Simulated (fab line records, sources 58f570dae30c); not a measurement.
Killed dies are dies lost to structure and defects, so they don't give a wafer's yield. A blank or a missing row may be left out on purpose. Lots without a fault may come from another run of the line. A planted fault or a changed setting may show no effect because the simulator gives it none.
Which tool did it? | flow berkeley_cmos170 | 7 lots, 21 wafers sampled, at 1 step of a route of 331

WHAT THE GAUGES READ, wafer by wafer
UCB170_START_BOW_MEAS_00.
lot  | measured    | on            | INCOMING_BOW (um)
L486 | day 1 20:02 | film_metro-01 | 7 1 -6
L488 | day 2 06:01 | film_metro-03 | -1 8 -9
L494 | day 3 12:01 | film_metro-01 | -3 2 0
L498 | day 4 08:02 | film_metro-04 | -3 4 -7
L501 | day 4 23:03 | film_metro-01 | 10 -2 0
L504 | day 5 14:00 | film_metro-01 | -8 3 -5
L507 | day 6 05:00 | film_metro-04 | 1 2 3

WHICH TOOL RAN EACH LOT (tool, then ch and the chambers of the sampled wafers, then the start)
The record holds no process step before these readings.

THE ANSWER, worked out from the rows above alone
Rule: what is usual is taken from the lots themselves. Put in order of their means at a reading, lots are off if they are a third of the lots or fewer, leave a main group of 4 or more, and stand apart from it by a gap of 3 or more times the standard deviation of the main group's means; of several such gaps the widest counts. A main group whose means are all the same, to the digits that the tables above print for the reading, isn't used. A lot without any number at a reading at which 4 lots or more have one is off too. The other lots that the step has rows for count as sound.
No lot is off at any reading shown: from this, nothing can be told.

WHAT THE SIMULATOR HAD PUT IN
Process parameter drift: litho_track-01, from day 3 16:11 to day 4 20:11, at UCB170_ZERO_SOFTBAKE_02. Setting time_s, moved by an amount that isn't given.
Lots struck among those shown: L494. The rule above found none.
